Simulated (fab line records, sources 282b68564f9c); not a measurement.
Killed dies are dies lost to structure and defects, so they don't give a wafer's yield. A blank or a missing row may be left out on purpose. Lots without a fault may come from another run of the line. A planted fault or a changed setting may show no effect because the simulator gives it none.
Which tool did it? | flow rit_cmos | 14 lots, 42 wafers sampled, at 3 steps of a route of 202

WHAT THE GAUGES READ, wafer by wafer
RIT_SDANNEAL_RS_MEAS_04: measures by four-point-probe. Usual: PSD_RS 116.0 ohm/sq, standard deviation 0.33.
lot  | measured    | on            | PSD_RS (ohm/sq)   | flag
L886 | day 3 01:28 | film_metro-03 | 115.4 115.5 115.5 |
L887 | day 3 07:16 | film_metro-04 | 116.1 115.8 115.5 |
L888 | day 3 11:03 | film_metro-04 | 116.7 116.2 116.0 |
L890 | day 3 20:43 | film_metro-04 | 116.5 116.1 116.3 |
L891 | day 4 02:57 | film_metro-02 | 116.4 116.3 116.1 |
L892 | day 4 08:35 | film_metro-04 | 116.0 115.8 116.2 |
L893 | day 4 12:03 | film_metro-02 | 115.8 115.9 115.8 |
L894 | day 4 16:59 | film_metro-03 | 115.7 115.9 115.4 |
L897 | day 5 08:14 | film_metro-04 | 116.3 116.1 116.0 |
L898 | day 5 13:10 | film_metro-03 | 115.3 115.8 115.8 |
L901 | day 6 04:01 | film_metro-02 | 115.2 115.8 115.6 |
L902 | day 6 10:00 | film_metro-03 | 127.2 127.6 127.4 | OFF
L904 | day 6 20:00 | film_metro-03 | 128.0 127.5 127.8 | OFF
L909 | day 8 01:23 | film_metro-03 | 115.4 116.1 116.0 |

RIT_SDANNEAL_RS_MEAS_06: measures by four-point-probe. Usual: PLDD_RS 179.6 ohm/sq, standard deviation 0.46.
lot  | measured    | on            | PLDD_RS (ohm/sq)  | flag
L886 | day 3 01:42 | film_metro-03 | 178.8 179.0 179.5 |
L887 | day 3 07:31 | film_metro-04 | 179.4 179.7 178.9 |
L888 | day 3 11:17 | film_metro-04 | 179.6 180.2 179.5 |
L890 | day 3 20:58 | film_metro-04 | 179.5 179.8 179.9 |
L891 | day 4 03:11 | film_metro-02 | 179.8 180.1 179.9 |
L892 | day 4 08:49 | film_metro-04 | 180.2 179.8 180.0 |
L893 | day 4 12:17 | film_metro-02 | 179.1 178.9 178.6 |
L894 | day 4 17:14 | film_metro-03 | 178.9 179.7 178.9 |
L897 | day 5 08:28 | film_metro-04 | 180.0 179.5 179.4 |
L898 | day 5 13:24 | film_metro-03 | 179.4 179.5 179.4 |
L901 | day 6 04:16 | film_metro-02 | 178.6 179.3 179.3 |
L902 | day 6 10:14 | film_metro-03 | 192.1 191.3 191.9 | OFF
L904 | day 6 20:14 | film_metro-03 | 192.7 191.8 192.6 | OFF
L909 | day 8 01:38 | film_metro-03 | 179.2 179.5 179.1 |

WHICH TOOL RAN EACH LOT (tool, then ch and the chambers of the sampled wafers, then the start)
lot  | RIT_SDANNEAL_RTA_03
L886 | rtp_anneal-02 ch 0, day 3 01:23
L887 | rtp_anneal-01 ch 0, day 3 07:11
L888 | rtp_anneal-02 ch 0, day 3 10:59
L890 | rtp_anneal-02 ch 0, day 3 20:38
L891 | rtp_anneal-01 ch 0, day 4 02:53
L892 | rtp_anneal-02 ch 0, day 4 08:31
L893 | rtp_anneal-01 ch 0, day 4 11:59
L894 | rtp_anneal-02 ch 0, day 4 16:55
L897 | rtp_anneal-01 ch 0, day 5 08:10
L898 | rtp_anneal-02 ch 0, day 5 13:05
L901 | rtp_anneal-01 ch 0, day 6 03:56
L902 | rtp_anneal-02 ch 0, day 6 09:56
L904 | rtp_anneal-02 ch 0, day 6 19:55
L909 | rtp_anneal-01 ch 0, day 8 01:19
- RIT_SDANNEAL_RTA_03: time 5 s.

WHAT THE TOOLS THEMSELVES READ (means of the sampled wafers that have a number; where no wafer has one, the mark that the record gives instead)
RIT_SDANNEAL_RTA_03. Usual: ramp_up_c_per_s 342.00, standard deviation 0.063; wafer_temp_C_max 1053.5, standard deviation 1.1.
lot  | tool          | ramp_up_c_per_s | wafer_temp_C_max | flag
L886 | rtp_anneal-02 | 341.98          | 1052.9           |
L887 | rtp_anneal-01 | 341.97          | 1053.7           |
L888 | rtp_anneal-02 | 341.96          | 1053.1           |
L890 | rtp_anneal-02 | 341.99          | 1053.4           |
L891 | rtp_anneal-01 | 341.96          | 1054.2           |
L892 | rtp_anneal-02 | 342.04          | 1054.0           |
L893 | rtp_anneal-01 | 342.03          | 1053.5           |
L894 | rtp_anneal-02 | 342.00          | 1054.3           |
L897 | rtp_anneal-01 | 342.07          | 1051.9           |
L898 | rtp_anneal-02 | 342.06          | 1053.9           |
L901 | rtp_anneal-01 | 342.06          | 1052.2           |
L902 | rtp_anneal-02 | 342.01          | 1052.9           |
L904 | rtp_anneal-02 | 342.05          | 1053.0           |
L909 | rtp_anneal-01 | 342.01          | 1053.2           |

THE ANSWER, worked out from the rows above alone
Rule: a lot is off if the mean of its wafers that have a number lies more than 3 standard deviations from the usual mean. A lot without any number at a reading at which 4 lots or more have one is off too. The other lots that the step has rows for count as sound. The gauges are gone through in route order, then the tools' own readings, and for those a lot's mean is taken as printed above. The first step at which some lot is off is used, and at that step the reading that is off furthest; a lot without a number counts as furthest.
Off: L902, L904, at RIT_SDANNEAL_RS_MEAS_04 (PSD_RS).
A tool fits if, at a process step before that reading, it ran every lot that is off, and no sound lot after the first of them. The gauges at RIT_SDANNEAL_RS_MEAS_04 are tried like those tools. One fits: rtp_anneal-02 at RIT_SDANNEAL_RTA_03. Its last sound lot is L898 (day 5 13:05), its first lot that is off L902 (day 6 09:56): a fault that began between those two fits.

WHAT THE SIMULATOR HAD PUT IN
Process parameter drift: rtp_anneal-02, from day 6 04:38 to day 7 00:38, at RIT_SDANNEAL_RTA_03. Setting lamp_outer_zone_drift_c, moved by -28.
Lots struck among those shown: L902, L904. The rule above found the same.
